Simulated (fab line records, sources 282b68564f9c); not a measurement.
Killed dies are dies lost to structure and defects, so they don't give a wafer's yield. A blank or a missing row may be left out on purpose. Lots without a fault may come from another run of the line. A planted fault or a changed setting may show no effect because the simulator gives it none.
Tool commonality check | flow rit_cmos | 14 lots, 48 wafers sampled

WHY IT WAS OPENED
At RIT_CONTACT_CD_MEAS_08 the reading cd_nm is flagged on 2 of 14 lots. Wafers without a fault read 1000.2 nm, standard deviation 2.
Rule: a lot is flagged when every wafer of it that has a number lies more than 4 standard deviations from that mean, or none has a number. The other lots count as sound.

lot  | measured    | on        | cd_nm (nm), wafer by wafer          | flag
L329 | day 3 07:26 | cd_sem-02 | 1001.7 1000.4 1000.7                |
L330 | day 3 13:02 | cd_sem-02 | 1001.0 999.4 1004.9                 |
L331 | day 3 14:57 | cd_sem-02 | 1004.0 1003.4 1005.8                |
L332 | day 3 19:22 | cd_sem-02 | 999.7 999.0 1001.3                  |
L335 | day 4 11:19 | cd_sem-02 | 986.2 984.8 988.0 986.3 985.1 988.5 | FLAGGED
L336 | day 4 20:47 | cd_sem-01 | 996.7 999.0 999.8                   |
L338 | day 5 07:58 | cd_sem-02 | 987.3 988.5 986.3 986.8 988.5 986.3 | FLAGGED
L343 | day 6 07:56 | cd_sem-01 | 1000.2 997.1 1000.7                 |
L347 | day 7 00:03 | cd_sem-02 | 1001.3 1002.1 1004.3                |
L348 | day 7 05:23 | cd_sem-02 | 1000.2 1000.1 1000.7                |
L349 | day 7 11:46 | cd_sem-01 | 1001.5 1001.4 1000.5                |
L350 | day 7 16:23 | cd_sem-02 | 1001.2 999.9 1002.0                 |
L351 | day 7 19:47 | cd_sem-01 | 1003.7 1005.4 1003.2                |
L352 | day 8 03:16 | cd_sem-02 | 1001.6 999.0 998.5                  |
The numbers of the flagged lots are 986.9 nm on average: -13.3 nm against the usual, or -7 standard deviations.

WHICH TOOL RAN EACH LOT
The record holds 1 process step before the reading, out of a route of 202 steps. In each cell: the tool, then ch and the chambers that the sampled wafers went through, then the start.
lot  | flag    | RIT_CONTACT_DEVELOP_07
L329 |         | litho_track-02 ch 0, day 3 07:00
L330 |         | litho_track-02 ch 0, day 3 12:00
L331 |         | litho_track-01 ch 0, day 3 14:00
L332 |         | litho_track-02 ch 0, day 3 19:00
L335 | FLAGGED | litho_track-01 ch 0, day 4 11:00
L336 |         | litho_track-03 ch 0, day 4 20:00
L338 | FLAGGED | litho_track-01 ch 0, day 5 07:00
L343 |         | litho_track-03 ch 0, day 6 07:00
L347 |         | litho_track-03 ch 0, day 6 23:00
L348 |         | litho_track-02 ch 0, day 7 05:00
L349 |         | litho_track-02 ch 0, day 7 11:00
L350 |         | litho_track-02 ch 0, day 7 16:00
L351 |         | litho_track-02 ch 0, day 7 19:00
L352 |         | litho_track-01 ch 0, day 8 03:00
What these steps do:
- RIT_CONTACT_DEVELOP_07: develop time 120 s.
- RIT_CONTACT_CD_MEAS_08: target cd 1000 nm.

FLAGGED OVER TOTAL, TOOL BY TOOL (the gauges that took the reading come last)
step                   | tool           | lots run | flagged | share of the flagged lots | sound lots run after its first flagged lot
RIT_CONTACT_DEVELOP_07 | litho_track-01 | 4        | 2       | all                       | 1 (L352)
RIT_CONTACT_DEVELOP_07 | litho_track-02 | 7        | 0       | none                      | -
RIT_CONTACT_DEVELOP_07 | litho_track-03 | 3        | 0       | none                      | -
RIT_CONTACT_CD_MEAS_08 | cd_sem-01      | 4        | 0       | none                      | -
RIT_CONTACT_CD_MEAS_08 | cd_sem-02      | 10       | 2       | all                       | 4 (L347,L348,L350,L352)

WHAT THE TABLE ALLOWS
2 rows of the table ran every flagged lot: litho_track-01 at RIT_CONTACT_DEVELOP_07, cd_sem-02 at RIT_CONTACT_CD_MEAS_08.
- litho_track-01 at RIT_CONTACT_DEVELOP_07: 2 of its 4 lots flagged. Sound lots ran on it after the first flagged one (L352), which a lasting fault on the whole tool wouldn't allow. Its own readings lie more than 4 standard deviations out on every wafer of the flagged lots: developer_temp_C.
- cd_sem-02 at RIT_CONTACT_CD_MEAS_08: 2 of its 10 lots flagged. Sound lots ran on it after the first flagged one (L347, L348, L350, L352), which a lasting fault on the whole tool wouldn't allow.
No row of the table ran every flagged lot and no sound lot after the first.

WHAT THE SIMULATOR HAD PUT IN
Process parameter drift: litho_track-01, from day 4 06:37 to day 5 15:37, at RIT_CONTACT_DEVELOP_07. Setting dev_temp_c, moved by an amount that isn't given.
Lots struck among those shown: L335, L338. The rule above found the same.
